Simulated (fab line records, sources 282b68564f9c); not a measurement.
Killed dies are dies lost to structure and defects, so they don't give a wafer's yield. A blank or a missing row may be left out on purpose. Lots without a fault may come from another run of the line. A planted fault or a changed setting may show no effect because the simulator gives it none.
One fault seen from 2 desks | flow rit_cmos | each desk has only its own numbers; what lay behind them comes last

THE TOOL OWNER'S DESK: implanter-01
The tool's own readings at RIT_PRETRO_IMPLANT_08: means of the sampled wafers that have a number, for each lot that ran on this tool. A lot is out of limits, marked OUT, if its mean lies more than 4 standard deviations from the usual mean; the brackets give that distance.
Columns: A = dose_ions_cm2 at RIT_PRETRO_IMPLANT_08, usual 1.2e+13; B = faraday_current_uA at RIT_PRETRO_IMPLANT_08, usual 38.0; C = tilt_deg at RIT_PRETRO_IMPLANT_08, usual 7.003 degrees
lot  | first seen here | A                 | B    | C
L464 | day 2 13:31     | 1.2e+13           | 37.6 | 6.989
L466 | day 3 01:06     | 1.2e+13           | 37.4 | 7.002
L469 | day 3 14:59     | 1.3e+13 (+77) OUT | 40.2 | 6.985
L471 | day 4 01:41     | 1.3e+13 (+77) OUT | 40.7 | 7.013
L472 | day 4 04:47     | 1.3e+13 (+78) OUT | 41.0 | 6.987
L484 | day 6 18:33     | 1.2e+13           | 37.6 | 7.009
This desk's finding: out of limits on L469, L471, L472; first on L469, day 3 14:59 (dose_ions_cm2 at RIT_PRETRO_IMPLANT_08). In limits: L464, L466, L484.

THE METROLOGY DESK
What the gauges read, lot by lot, whatever tool the lot ran on: means of the sampled wafers that have a number. A lot is out of limits, marked OUT, if its mean lies more than 4 standard deviations from the usual mean; the brackets give that distance.
Columns: A = INCOMING_BOW at RIT_ACTIVE_BOW_MEAS_00, usual 0 um; B = cd_nm at RIT_ACTIVE_CD_MEAS_11, usual 1400.2 nm; C = NWELL_TW at RIT_NWELL_TW_MEAS_10, usual 2149; D = PRETRO_TW at RIT_PRETRO_TW_MEAS_10, usual 474.9
lot  | first seen here | A  | B      | C    | D
L463 | day 1 10:02     | -1 | 1399.3 | 2167 | 475.3
L464 | day 1 15:04     | 0  | 1400.1 | 2175 | 477.3
L465 | day 1 20:00     | -1 | 1399.4 | 2121 | 467.2
L466 | day 2 01:01     | 14 | 1400.3 | 2168 | 470.4
L468 | day 2 11:00     | 6  | 1398.2 | 2131 | 474.2
L469 | day 2 16:00     | -1 | 1399.0 | 2151 | 487.8 (+4.6) OUT
L471 | day 3 02:01     | 1  | 1401.2 | 2122 | 485.8
L472 | day 3 07:01     | -4 | 1400.0 | 2145 | 489.8 (+5.3) OUT
L474 | day 3 17:00     | 4  | 1401.7 | 2138 | 474.4
L476 | day 4 03:00     | 0  | 1400.5 | 2130 | 475.0
L482 | day 5 09:00     | 2  | 1402.2 | 2143 | 477.4
L483 | day 5 14:00     | 0  | 1401.3 | 2140 | 476.1
L484 | day 5 19:00     | 1  | 1396.9 | 2139 | 476.5
L485 | day 6 00:00     | -5 | 1403.4 | 2174 | 472.0
L486 | day 6 05:00     | -4 | 1398.2 | 2158 | 473.0
This desk's finding: out of limits on L469, L472; first on L469, day 3 15:19 (PRETRO_TW at RIT_PRETRO_TW_MEAS_10). In limits: L463, L464, L465, L466, L468, L471, L474, L476, L482, L483, L484, L485, L486.

PUT TOGETHER
The tool owner's desk could have raised an alarm at day 3 14:59, on L469, L471, L472.
The metrology desk could have raised an alarm at day 3 15:19, on L469, L472.
The metrology desk has L471 on record, within its limits.
Of the lots named, all ran RIT_PRETRO_IMPLANT_08 on implanter-01.

WHAT THE SIMULATOR HAD PUT IN
Process parameter drift: implanter-01, from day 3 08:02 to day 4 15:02, at RIT_PRETRO_IMPLANT_08. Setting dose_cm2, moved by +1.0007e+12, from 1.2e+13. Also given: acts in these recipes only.
Lots struck among those shown: L469, L471, L472.
Hours from the fault's start to each desk's first reading out of limits: the tool owner's desk, 7; the metrology desk, 7.
